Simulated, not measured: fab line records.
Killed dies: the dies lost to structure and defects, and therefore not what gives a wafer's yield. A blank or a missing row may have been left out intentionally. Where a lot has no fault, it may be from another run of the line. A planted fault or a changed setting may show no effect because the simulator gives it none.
fab line records -- flow rit_cmos
[record] lots = 6, wafers = 18, last_day = 7
route steps=202 shown CONTACT@176 M1@184
lots untouched by any fault: they come from a run of this same line in which no faults occurred
start_h: the number of hours between the record's first day and the start of the first shown wafer of the lot -- wait_h: time in hours since the lot's previous step -- " as in the row above -- L1.1+2: several wafers, shown together as one row -- - no value present, or no start provided -- * or withheld: withheld -- < > ~ a bound
route shown NAME@n: names a module that has steps shown in the file, with the first one's number in the route -- usual: mean and standard deviation over wafers with no fault -- same: alike in all rows -- chamber/n: place in a boat -- sites: each site's reading -- _std_site: the standard deviation of these -- _edge_site: mean of outer sites minus mean of inner sites -- radius_mm: for every site, how far away it sits from the centre of the wafer -- mask NAME#n: copy n -- behind: the tool/chamber that last shaped the wafer -- hold: the reason the lot was held/the length of the hold in hours/how it ended -- device: names the non-switching transistor (n, p or np) -- end of line: tests of these same wafers at the route's end -- where a step has no rows: the recipe by itself -- killed: at the first sort, the dies lost to defects and structure; wafer yield is something else -- map: a wafer's dies, marking killed ones x, the rest . and places with no die _
set.NAME: the setting the step ran with; set.NAME@STEP: the setting that earlier step ran with -- model.NAME: the simulator's own value behind a step, which no gauge read
a table for each step, a row for each wafer; lots at some steps of the route
services: the hour from which a tool's chamber was out of use, counted from the record's first day as start_h (under 0 if before that day), plus the number of hours and why
[[steps]]
[step RIT_CONTACT_CD_MEAS_08]
[recipe] target_cd_nm = 1000
[usual] cd_nm = 1000.1/1.9
lot.wafer,tool,chamber,start_h,wait_h,cd_nm
L253.4,cd_sem-02,-,98.23,-,999.4
L253.5,cd_sem-02,-,98.23,-,1001.2
L253.6,cd_sem-02,-,98.23,-,1000.5
L254.1,cd_sem-02,-,100.96,-,1000.9
L254.3,cd_sem-02,-,100.96,-,1000.2
L254.4,cd_sem-02,-,100.96,-,998.6
L256.1,cd_sem-02,-,108.14,-,999.5
L256.3,cd_sem-02,-,108.14,-,998.3
L256.6,cd_sem-02,-,108.14,-,1000.3
L257.1,cd_sem-02,-,114.16,-,1001.0
L257.4,cd_sem-02,-,114.16,-,1000.4
L257.5,cd_sem-02,-,114.16,-,1000.0
L267.1,cd_sem-01,-,160.51,-,1001.3
L267.2,cd_sem-01,-,160.51,-,999.8
L267.5,cd_sem-01,-,160.51,-,1001.1
L268.2,cd_sem-02,-,167.29,-,998.1
L268.5,cd_sem-02,-,167.29,-,999.3
L268.6,cd_sem-02,-,167.29,-,998.8
[step RIT_CONTACT_OVL_MEAS_09]
[usual] CONTACT_OVL = 0.7/1.2
lot.wafer,tool,chamber,start_h,wait_h,CONTACT_OVL[nm]
L253.4,overlay-02,-,98.31,0.1,-0.7
L253.5,overlay-02,-,98.31,0.1,-0.1
L253.6,overlay-02,-,98.31,0.1,-0.6
L254.1,overlay-02,-,101.08,0.1,-0.7
L254.3,overlay-02,-,101.08,0.1,-0.8
L254.4,overlay-02,-,101.08,0.1,0.8
L256.1,overlay-02,-,108.26,0.1,-0.6
L256.3,overlay-02,-,108.26,0.1,-0.1
L256.6,overlay-02,-,108.26,0.1,-1.1
L257.1,overlay-02,-,114.28,0.1,0.2
L257.4,overlay-02,-,114.28,0.1,2.1
L257.5,overlay-02,-,114.28,0.1,1.1
L267.1,overlay-01,-,160.63,0.1,-1.4
L267.2,overlay-01,-,160.63,0.1,0.1
L267.5,overlay-01,-,160.63,0.1,-0.7
L268.2,overlay-02,-,167.40,0.1,1.8
L268.5,overlay-02,-,167.40,0.1,2.1
L268.6,overlay-02,-,167.40,0.1,2.0
[step RIT_CONTACT_HARDBAKE_10]
[recipe] resist = NOVOLAK, temp_c = 140, time_s = 60
[step RIT_CONTACT_ETCH_11]
[recipe] target_depth_a = 4800, over_etch_frac = 0.2, stop_on = TiSi2, chemistry = CHF3/CF4/Ar, target = SiO2, CHF3_flow_sccm = 50, cf4_flow_sccm = 10, Ar_flow_sccm = 100, O2_flow_sccm = 5, pressure_mtorr = 100, rf_w = 200, time_s = 320
[usual] cf4_flow_sccm = 10.00/0.034, drypump_motor_current_A = 5.8/0.36, oes_product_au = 0.995/0.016, throttle_valve_pct = 8.90/0.1
[same] over_etch_frac = 0.2
lot.wafer,tool,chamber,start_h,wait_h,cf4_flow_sccm,drypump_motor_current_A,oes_product_au,rf_hours_counter_h,throttle_valve_pct
L253.4,rie_diel-03,1,98.48,0.1,10.01,5.4,0.955,160,8.67
L253.5,rie_diel-03,0,98.48,0.1,9.95,5.8,0.987,-,8.84
L253.6,rie_diel-03,3,98.48,0.1,10.03,5.8,1.005,-,8.84
L254.1,rie_diel-01,0,101.26,0.1,10.02,5.7,1.007,93,8.90
L254.3,rie_diel-01,2,101.26,0.1,9.99,6.5,0.991,143,9.08
L254.4,rie_diel-01,1,101.26,0.1,10.00,6.0,1.012,9,8.80
L256.1,rie_diel-03,3,108.54,0.1,10.07,5.8,1.003,27,8.83
L256.3,rie_diel-03,2,108.54,0.1,10.02,5.8,0.989,6,8.81
L256.6,rie_diel-03,0,108.54,0.1,9.95,5.8,0.986,-,8.85
L257.1,rie_diel-02,0,114.47,0.1,10.02,6.3,0.962,1,8.95
L257.4,rie_diel-02,1,114.47,0.1,9.96,5.8,0.986,88,9.07
L257.5,rie_diel-02,2,114.47,0.1,10.05,5.5,0.973,-,8.93
L267.1,rie_diel-01,2,160.89,0.1,10.07,6.5,0.982,145,9.06
L267.2,rie_diel-01,0,160.89,0.1,10.00,5.7,1.006,94,8.91
L267.5,rie_diel-01,0,160.89,0.1,10.01,5.7,1.011,-,8.90
L268.2,rie_diel-01,3,167.58,0.1,10.04,5.3,1.017,8,8.94
L268.5,rie_diel-01,1,167.58,0.1,9.97,6.0,1.007,-,8.80
L268.6,rie_diel-01,0,167.58,0.1,10.01,5.7,1.008,-,8.89
[step RIT_CONTACT_STRIP_12]
[recipe] chemistry = O2, time_s = 180, resist = NOVOLAK, platen_temp_c = withheld, power_w = 500, pressure_mtorr = 4000, o2_flow_sccm = 4000
[usual] drypump_motor_current_A = 5.7/0.31
lot.wafer,tool,chamber,start_h,wait_h,drypump_motor_current_A,rf_hours_counter_h
L253.4,plasma_asher-02,0,98.73,0.2,5.6,-
L253.5,plasma_asher-02,0,98.73,0.2,5.6,-
L253.6,plasma_asher-02,1,98.73,0.2,5.7,-
L254.1,plasma_asher-02,1,101.46,0.1,5.8,48
L254.3,plasma_asher-02,1,101.46,0.1,5.8,-
L254.4,plasma_asher-02,0,101.46,0.1,5.6,-
L256.1,plasma_asher-03,0,108.73,0.1,5.5,31
L256.3,plasma_asher-03,1,108.73,0.1,5.4,-
L256.6,plasma_asher-03,1,108.73,0.1,5.4,-
L257.1,plasma_asher-02,0,114.67,0.1,5.6,50
L257.4,plasma_asher-02,0,114.67,0.1,5.6,-
L257.5,plasma_asher-02,0,114.67,0.1,5.6,-
L267.1,plasma_asher-02,1,161.09,0.1,5.7,54
L267.2,plasma_asher-02,0,161.09,0.1,5.6,54
L267.5,plasma_asher-02,0,161.09,0.1,5.6,-
L268.2,plasma_asher-02,0,167.77,0.1,5.6,55
L268.5,plasma_asher-02,1,167.77,0.1,5.8,-
L268.6,plasma_asher-02,0,167.77,0.1,5.6,-
[step RIT_CONTACT_CD_MEAS_90]
[recipe] target_cd_nm = 1000
[usual] cd_nm = 1000.2/2
lot.wafer,tool,chamber,start_h,wait_h,cd_nm
L253.4,cd_sem-02,-,98.91,0.1,999.8
L253.5,cd_sem-02,-,98.91,0.1,1001.1
L253.6,cd_sem-02,-,98.91,0.1,1000.7
L254.1,cd_sem-02,-,101.63,0.1,1000.3
L254.3,cd_sem-02,-,101.63,0.1,1000.8
L254.4,cd_sem-02,-,101.63,0.1,999.1
L256.1,cd_sem-02,-,108.90,0.1,1000.4
L256.3,cd_sem-02,-,108.90,0.1,999.0
L256.6,cd_sem-02,-,108.90,0.1,1000.7
L257.1,cd_sem-02,-,114.84,0.1,1000.2
L257.4,cd_sem-02,-,114.84,0.1,1000.9
L257.5,cd_sem-02,-,114.84,0.1,999.9
L267.1,cd_sem-02,-,161.26,0.1,1001.5
L267.2,cd_sem-02,-,161.26,0.1,999.4
L267.5,cd_sem-02,-,161.26,0.1,1000.7
L268.2,cd_sem-01,-,167.97,0.1,997.3
L268.5,cd_sem-01,-,167.97,0.1,998.4
L268.6,cd_sem-01,-,167.97,0.1,998.8
[step RIT_CONTACT_CLEAN_13]
[recipe] chemistry = SC1, mix = 3:3:50, time_s = 600, temp_c = 75
[step RIT_CONTACT_CLEAN_14]
[recipe] chemistry = SC2, mix = 3:3:50, time_s = 600, temp_c = 75, dry = n2_spin
[step RIT_M1_SPUTTER_00]
[recipe] material = Al, target_thk_nm = 400, power_w = 2000, chamber_pressure_pa = 0.4, gas = Ar, time_s = 500, substrate_temp_c = 25
[usual] throttle_valve_pct = 30.2/1
lot.wafer,tool,chamber,start_h,wait_h,throttle_valve_pct
L253.4,pvd_sputter-04,-,99.32,0.0,30.1
L253.5,pvd_sputter-04,-,99.32,0.0,30.5
L253.6,pvd_sputter-04,-,99.32,0.0,31.3
L254.1,pvd_sputter-01,-,102.10,0.0,31.4
L254.3,pvd_sputter-01,-,102.10,0.0,30.7
L254.4,pvd_sputter-01,-,102.10,0.0,28.2
L256.1,pvd_sputter-01,-,109.37,0.0,29.3
L256.3,pvd_sputter-01,-,109.37,0.0,28.0
L256.6,pvd_sputter-01,-,109.37,0.0,30.7
L257.1,pvd_sputter-02,-,115.31,0.0,29.3
L257.4,pvd_sputter-02,-,115.31,0.0,31.8
L257.5,pvd_sputter-02,-,115.31,0.0,30.2
L267.1,pvd_sputter-04,-,161.76,0.0,30.1
L267.2,pvd_sputter-04,-,161.76,0.0,29.1
L267.5,pvd_sputter-04,-,161.76,0.0,30.7
L268.2,pvd_sputter-01,-,168.43,0.0,31.4
L268.5,pvd_sputter-01,-,168.43,0.0,31.4
L268.6,pvd_sputter-01,-,168.43,0.0,30.6
[step RIT_M1_RS_MEAS_01]
[recipe] thk_meas_gauge = four-point-probe, reads = Al_of_M1_SPUTTER_00
[usual] M1_AL_RS = 0.0737/0.00072
lot.wafer,tool,chamber,start_h,wait_h,M1_AL_RS[ohm/sq]
L253.4,film_metro-02,-,99.67,0.2,0.0731
L253.5,film_metro-02,-,99.67,0.2,0.0742
L253.6,film_metro-02,-,99.67,0.2,0.0737
L254.1,film_metro-02,-,102.40,0.1,0.0740
L254.3,film_metro-02,-,102.40,0.1,0.0730
L254.4,film_metro-02,-,102.40,0.1,0.0732
L256.1,film_metro-02,-,109.67,0.1,0.0722
L256.3,film_metro-02,-,109.67,0.1,0.0726
L256.6,film_metro-02,-,109.67,0.1,0.0727
L257.1,film_metro-02,-,115.60,0.1,0.0740
L257.4,film_metro-02,-,115.60,0.1,0.0741
L257.5,film_metro-02,-,115.60,0.1,0.0744
L267.1,film_metro-01,-,162.06,0.1,0.0727
L267.2,film_metro-01,-,162.06,0.1,0.0738
L267.5,film_metro-01,-,162.06,0.1,0.0735
L268.2,film_metro-02,-,168.75,0.2,0.0733
L268.5,film_metro-02,-,168.75,0.2,0.0735
L268.6,film_metro-02,-,168.75,0.2,0.0740
[step RIT_M1_THK_MEAS_02]
[recipe] thk_meas_gauge = xrf, reads = Al_of_M1_SPUTTER_00
[usual] M1_AL_THK = 396/4.8
lot.wafer,tool,chamber,start_h,wait_h,M1_AL_THK[nm]
L253.4,film_metro-02,-,99.76,0.1,397
L253.5,film_metro-02,-,99.76,0.1,389
L253.6,film_metro-02,-,99.76,0.1,393
L254.1,film_metro-02,-,102.52,0.1,390
L254.3,film_metro-02,-,102.52,0.1,396
L254.4,film_metro-02,-,102.52,0.1,395
L256.1,film_metro-02,-,109.79,0.1,402
L256.3,film_metro-02,-,109.79,0.1,398
L256.6,film_metro-02,-,109.79,0.1,399
L257.1,film_metro-02,-,115.72,0.1,391
L257.4,film_metro-02,-,115.72,0.1,392
L257.5,film_metro-02,-,115.72,0.1,390
L267.1,film_metro-01,-,162.18,0.1,405
L267.2,film_metro-01,-,162.18,0.1,400
L267.5,film_metro-01,-,162.18,0.1,403
L268.2,film_metro-02,-,168.86,0.1,396
L268.5,film_metro-02,-,168.86,0.1,396
L268.6,film_metro-02,-,168.86,0.1,396
[step RIT_M1_HMDS_03]
[recipe] prime_time_s = 60, prime_temp_c = 140
[step RIT_M1_COAT_04]
[recipe] resist = NOVOLAK, spin_rpm = 2000, resist_thk_nm = 1300
[usual] chill_plate_temp_C = 23.01/0.12, dispense_pressure_kPa = 49.7/0.6
lot.wafer,tool,chamber,start_h,wait_h,chill_plate_temp_C,dispense_pressure_kPa
L253.4,litho_track-04,0,100.02,0.1,22.90,49.4
L253.5,litho_track-04,0,100.02,0.1,22.89,49.4
L253.6,litho_track-04,0,100.02,0.1,23.16,49.4
L254.1,litho_track-02,0,102.84,0.1,23.05,50.1
L254.3,litho_track-02,0,102.84,0.1,22.95,50.1
L254.4,litho_track-02,0,102.84,0.1,23.03,50.1
L256.1,litho_track-02,-,110.00,0.1,-,-
L256.3,litho_track-02,-,110.00,0.1,-,-
L256.6,litho_track-02,-,110.00,0.1,-,-
L257.1,litho_track-02,-,115.93,0.1,-,-
L257.4,litho_track-02,-,115.93,0.1,-,-
L257.5,litho_track-02,-,115.93,0.1,-,-
L267.1,litho_track-02,0,162.42,0.1,22.97,50.1
L267.2,litho_track-02,0,162.42,0.1,23.11,50.1
L267.5,litho_track-02,0,162.42,0.1,23.13,50.1
L268.2,litho_track-04,0,169.08,0.1,22.82,49.4
L268.5,litho_track-04,0,169.08,0.1,22.90,49.4
L268.6,litho_track-04,0,169.08,0.1,22.99,49.4
[step RIT_M1_SOFTBAKE_05]
[recipe] resist = NOVOLAK, temp_c = 90, time_s = 60
[step RIT_M1_EXPOSE_06]
[recipe] mask_id = M12, na = 0.6, source_shape = conventional, sigma_outer = 0.5, target_cd_nm = 2600, dose_mj = 250
[step RIT_M1_PEB_07]
[recipe] resist = NOVOLAK, temp_c = withheld, time_s = withheld
[step RIT_M1_DEVELOP_08]
[recipe] resist = NOVOLAK, develop_time_s = 68, dev_temp_c = 23
[step RIT_M1_CD_MEAS_09]
[recipe] target_cd_nm = 2600
[usual] cd_nm = 2599.4/2.2
lot.wafer,tool,chamber,start_h,wait_h,cd_nm
L253.4,cd_sem-02,-,100.89,-,2600.5
L253.5,cd_sem-02,-,100.89,-,2598.6
L253.6,cd_sem-02,-,100.89,-,2599.9
L254.1,cd_sem-02,-,103.58,-,2599.7
L254.3,cd_sem-02,-,103.58,-,2603.2
L254.4,cd_sem-02,-,103.58,-,2601.1
L256.1,cd_sem-02,-,110.73,-,-
L256.3,cd_sem-02,-,110.73,-,-
L256.6,cd_sem-02,-,110.73,-,-
L257.1,cd_sem-02,-,116.79,-,-
L257.4,cd_sem-02,-,116.79,-,-
L257.5,cd_sem-02,-,116.79,-,-
L267.1,cd_sem-02,-,163.15,-,2598.8
L267.2,cd_sem-02,-,163.15,-,2597.3
L267.5,cd_sem-02,-,163.15,-,2599.5
L268.2,cd_sem-02,-,169.81,-,2598.6
L268.5,cd_sem-02,-,169.81,-,2599.5
L268.6,cd_sem-02,-,169.81,-,2598.2
[step RIT_M1_OVL_MEAS_10]
[usual] M1_OVL = 1.0/1.5
lot.wafer,tool,chamber,start_h,wait_h,M1_OVL[nm]
L253.4,overlay-01,-,100.97,0.1,-0.5
L253.5,overlay-01,-,100.97,0.1,-1.2
L253.6,overlay-01,-,100.97,0.1,-1.7
L254.1,overlay-02,-,103.70,0.1,0.8
L254.3,overlay-02,-,103.70,0.1,0.9
L254.4,overlay-02,-,103.70,0.1,-0.5
L256.1,overlay-01,-,110.85,0.1,-
L256.3,overlay-01,-,110.85,0.1,-
L256.6,overlay-01,-,110.85,0.1,-
L257.1,overlay-01,-,116.91,0.1,-
L257.4,overlay-01,-,116.91,0.1,-
L257.5,overlay-01,-,116.91,0.1,-
L267.1,overlay-01,-,163.27,0.1,0.7
L267.2,overlay-01,-,163.27,0.1,2.4
L267.5,overlay-01,-,163.27,0.1,2.9
L268.2,overlay-02,-,169.91,0.1,-0.9
L268.5,overlay-02,-,169.91,0.1,-1.2
L268.6,overlay-02,-,169.91,0.1,0.3
[step RIT_M1_PROBE_99]
[usual] defect_limited_yield = 97.4/1, killed_at_M0_to_M3 = 0.0/0.12, killed_at_contacts = 0.1/0.25, killed_at_front_end = 6.8/2.7, killed_dies = 6.8/2.7, killed_on_rim = 1.7/1.2, killed_open = 3.4/1.8, killed_short = 3.5/1.7, sort_bin_3_pad_short = 0.1/0.23, sort_bin_5_function = 1.5/0.67, sort_bin_6_memory = 1.0/0.67, sort_n_pass = 257.2/2.7, sort_yield_pct = 97.4/1
[same] gross_dies = 264, killed_at_M4_up = 0, killed_at_back_side = 0, killed_at_other = 0
lot.wafer,tool,chamber,start_h,wait_h,defect_limited_yield[%],killed_at_M0_to_M3,killed_at_contacts,killed_at_front_end,killed_dies,killed_on_rim,killed_open,killed_short,sort_bin_3_pad_short[%],sort_bin_5_function[%],sort_bin_6_memory[%],sort_n_pass,sort_yield_pct[%]
L253.4,prober-01,-,127.45,0.2,97.3,0,0,7,7,1,5,2,0,0.8,1.9,257.0,97.3
L253.5,prober-01,-,127.50,0.2,98.1,0,0,5,5,1,3,2,0,1.9,0,259.0,98.1
L253.6,prober-01,-,127.55,0.2,97.7,0,0,6,6,3,4,2,0,1.5,0.8,258.0,97.7
L254.1,prober-01,-,127.60,0.4,97.0,0,0,8,8,1,3,5,0,2.7,0.4,256.0,97.0
L254.3,prober-01,-,127.70,0.5,98.9,0,0,3,3,1,2,1,0,1.1,0,261.0,98.9
L254.4,prober-01,-,127.75,0.5,97.7,0,0,6,6,4,3,3,0,1.5,0.8,258.0,97.7
L257.1,prober-01,-,127.90,0.7,0,256,1,7,264,70,4,4,0,98.9,1.1,0,0
L257.4,prober-01,-,128.05,0.8,0,260,0,4,264,70,0,4,0.4,99.2,0.4,0,0
L257.5,prober-01,-,128.10,0.8,0,256,1,7,264,70,2,6,0.4,98.9,0.8,0,0
L256.1,prober-01,-,128.50,1.2,0,258,0,6,264,70,3,3,0,99.6,0.4,0,0
L256.3,prober-01,-,128.60,1.2,0,257,0,7,264,70,4,3,0,98.5,1.5,0,0
L256.6,prober-01,-,128.75,1.3,0,255,0,9,264,70,5,4,0,99.6,0.4,0,0
L267.1,prober-02,-,165.93,0.1,97.0,0,0,8,8,1,4,4,0,2.3,0.8,256.0,97.0
L267.2,prober-02,-,165.98,0.1,97.3,0,0,7,7,1,1,6,0,1.9,0.8,257.0,97.3
L267.5,prober-02,-,166.13,0.2,98.9,0,0,3,3,1,2,1,0,0.8,0.4,261.0,98.9
L268.2,prober-01,-,172.51,0.1,97.0,0,0,8,8,2,4,4,0,1.5,1.5,256.0,97.0
L268.5,prober-01,-,172.66,0.2,95.8,0,0,11,11,3,5,6,0.8,2.3,1.1,253.0,95.8
L268.6,prober-01,-,172.71,0.2,95.5,0,0,12,12,3,8,4,0.4,1.5,2.7,252.0,95.5
// killed by level:class
L253.4 FOX1:geometric_particle:open=2 REOX:geometric_particle:open=2 FOX2:geometric_particle:open=1 FOX2:geometric_particle:short=1 REOX:geometric_particle:short=1
L253.5 REOX:geometric_particle:open=2 FOX1:geometric_particle:short=1 FOX1:geometric_particle:open=1 REOX:geometric_particle:short=1
L253.6 GATE:geometric_particle:open=2 FOX1:geometric_particle:open=1 REOX:geometric_particle:open=1 SPACER:geometric_particle:short=1 SILICIDE:geometric_particle:short=1
L254.1 FOX2:geometric_particle:short=2 GATE:geometric_particle:short=2 GATE:geometric_particle:open=1 REOX:geometric_particle:open=1 SPACER:geometric_particle:short=1 SILICIDE:geometric_particle:open=1
L254.3 GATE:geometric_particle:open=1 GATE:geometric_particle:short=1 REOX:geometric_particle:open=1
L254.4 GATE:geometric_particle:short=2 SILICIDE:geometric_particle:open=2 FOX2:geometric_particle:short=1 GATE:geometric_particle:open=1
L257.1 M1:area_expose=256 REOX:geometric_particle:open=3 GATE:geometric_particle:short=1 GATE:geometric_particle:open=1 REOX:geometric_particle:short=1 SILICIDE:geometric_particle:short=1 CONTACT:geometric_particle:short=1
L257.4 M1:area_expose=260 GATE:geometric_particle:short=3 REOX:geometric_particle:short=1
L257.5 M1:area_expose=256 SPACER:geometric_particle:short=2 SILICIDE:geometric_particle:short=2 FOX1:geometric_particle:short=1 GATE:geometric_particle:open=1 REOX:geometric_particle:short=1 CONTACT:geometric_particle:open=1
L256.1 M1:area_expose=258 GATE:geometric_particle:short=3 FOX1:geometric_particle:open=1 FOX2:geometric_particle:open=1 SILICIDE:geometric_particle:open=1
L256.3 M1:area_expose=257 GATE:geometric_particle:short=2 GATE:geometric_particle:open=2 FOX1:geometric_particle:open=1 FOX2:geometric_particle:short=1 REOX:geometric_particle:open=1
L256.6 M1:area_expose=255 GATE:geometric_particle:open=3 GATE:geometric_particle:short=2 SILICIDE:geometric_particle:short=2 FOX2:geometric_particle:open=1 SPACER:geometric_particle:open=1
L267.1 GATE:geometric_particle:open=3 REOX:geometric_particle:short=2 FOX1:geometric_particle:short=1 SILICIDE:geometric_particle:short=1 SILICIDE:geometric_particle:open=1
L267.2 FOX2:geometric_particle:short=4 GATE:geometric_particle:short=1 SILICIDE:geometric_particle:short=1 SILICIDE:geometric_particle:open=1
L267.5 REOX:geometric_particle:open=2 REOX:geometric_particle:short=1
L268.2 GATE:geometric_particle:open=3 GATE:geometric_particle:short=2 SILICIDE:geometric_particle:short=2 FOX1:geometric_particle:open=1
L268.5 GATE:geometric_particle:open=3 FOX1:geometric_particle:short=2 FOX1:geometric_particle:open=2 REOX:geometric_particle:short=2 FOX2:geometric_particle:short=1 GATE:geometric_particle:short=1
L268.6 GATE:geometric_particle:open=3 SPACER:geometric_particle:open=3 FOX2:geometric_particle:open=2 GATE:geometric_particle:short=2 FOX2:geometric_particle:short=1 SPACER:geometric_particle:short=1
// map L256.1 (x killed, . not)
________xxxxxxx_______
_____xxxxxxxxxxxxx____
____xxxxxxxxxxxxxxx___
___xxxxxxxxxxxxxxxxx__
__xxxxxxxxxxxxxxxxxxx_
__xxxxxxxxxxxxxxxxxxx_
_xxxxxxxxxxxxxxxxxxxxx
_xxxxxxxxxxxxxxxxxxxxx
_xxxxxxxxxxxxxxxxxxxxx
_xxxxxxxxxxxxxxxxxxxxx
__xxxxxxxxxxxxxxxxxxx_
__xxxxxxxxxxxxxxxxxxx_
___xxxxxxxxxxxxxxxxx__
____xxxxxxxxxxxxxxx___
_____xxxxxxxxxxxxx____
________xxxxxxx_______
// map L257.1 (x killed, . not)
________xxxxxxx_______
_____xxxxxxxxxxxxx____
____xxxxxxxxxxxxxxx___
___xxxxxxxxxxxxxxxxx__
__xxxxxxxxxxxxxxxxxxx_
__xxxxxxxxxxxxxxxxxxx_
_xxxxxxxxxxxxxxxxxxxxx
_xxxxxxxxxxxxxxxxxxxxx
_xxxxxxxxxxxxxxxxxxxxx
_xxxxxxxxxxxxxxxxxxxxx
__xxxxxxxxxxxxxxxxxxx_
__xxxxxxxxxxxxxxxxxxx_
___xxxxxxxxxxxxxxxxx__
____xxxxxxxxxxxxxxx___
_____xxxxxxxxxxxxx____
________xxxxxxx_______
[[services]]
tool,chamber,start_h,hours,kind
pvd_sputter-04,-,87.40,3.9,repair
rie_diel-02,0,90.66,1.9,repair
rie_diel-01,3,95.37,2.0,repair
pvd_sputter-04,-,100.84,0.8,repair
rie_diel-03,1,105.81,-,clean
rie_diel-03,1,105.81,32.3,scheduled_down
rie_diel-03,1,105.81,32.3,vent_cycle
rie_diel-01,1,107.04,16.2,repair
plasma_asher-02,-,126.35,4.3,pm
pvd_sputter-02,-,129.59,12.5,repair
rie_diel-02,-,132.06,2.8,pm
rie_diel-02,0,135.72,15.4,repair
pvd_sputter-02,-,142.72,5.9,repair
rie_diel-03,-,163.90,0.6,repair
rie_diel-03,0,164.78,6.3,repair
rie_diel-03,-,168.30,0.4,repair
[[key]]
[first_sign] step = RIT_M1_COAT_04, reading = tool_record, direction = missing
[effect] step = RIT_M1_CD_MEAS_09, reading = cd_nm, direction = missing
[effect] step = RIT_M1_OVL_MEAS_10, reading = M1_OVL, direction = missing
[effect] step = RIT_M1_PROBE_99, reading = killed_at_M0_to_M3, direction = up, sigmas = 99+, usual = 0.0, struck = 257
[more_kills_born_at] RIT_M1_EXPOSE_06@iline_stepper-01 = 772, RIT_M1_EXPOSE_06@iline_stepper-02 = 770
met_at RIT_M1_COAT_04
struck_wafers L256.1,L256.3,L256.6,L257.1,L257.4,L257.5
later_rows_left_out L256.1,L256.3,L256.6,L257.1,L257.4,L257.5
onset_between 102.84 110.00
[fault] kind = skipped_step_whole, tool = litho_track-02, chamber = -, onset_h = 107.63, steps = RIT_M1_COAT_04, scope = struck_lots_only
// later_rows_left_out: the simulator's readings of these wafers behind a module that went badly wrong aren't trusted and aren't shown, but for the sort
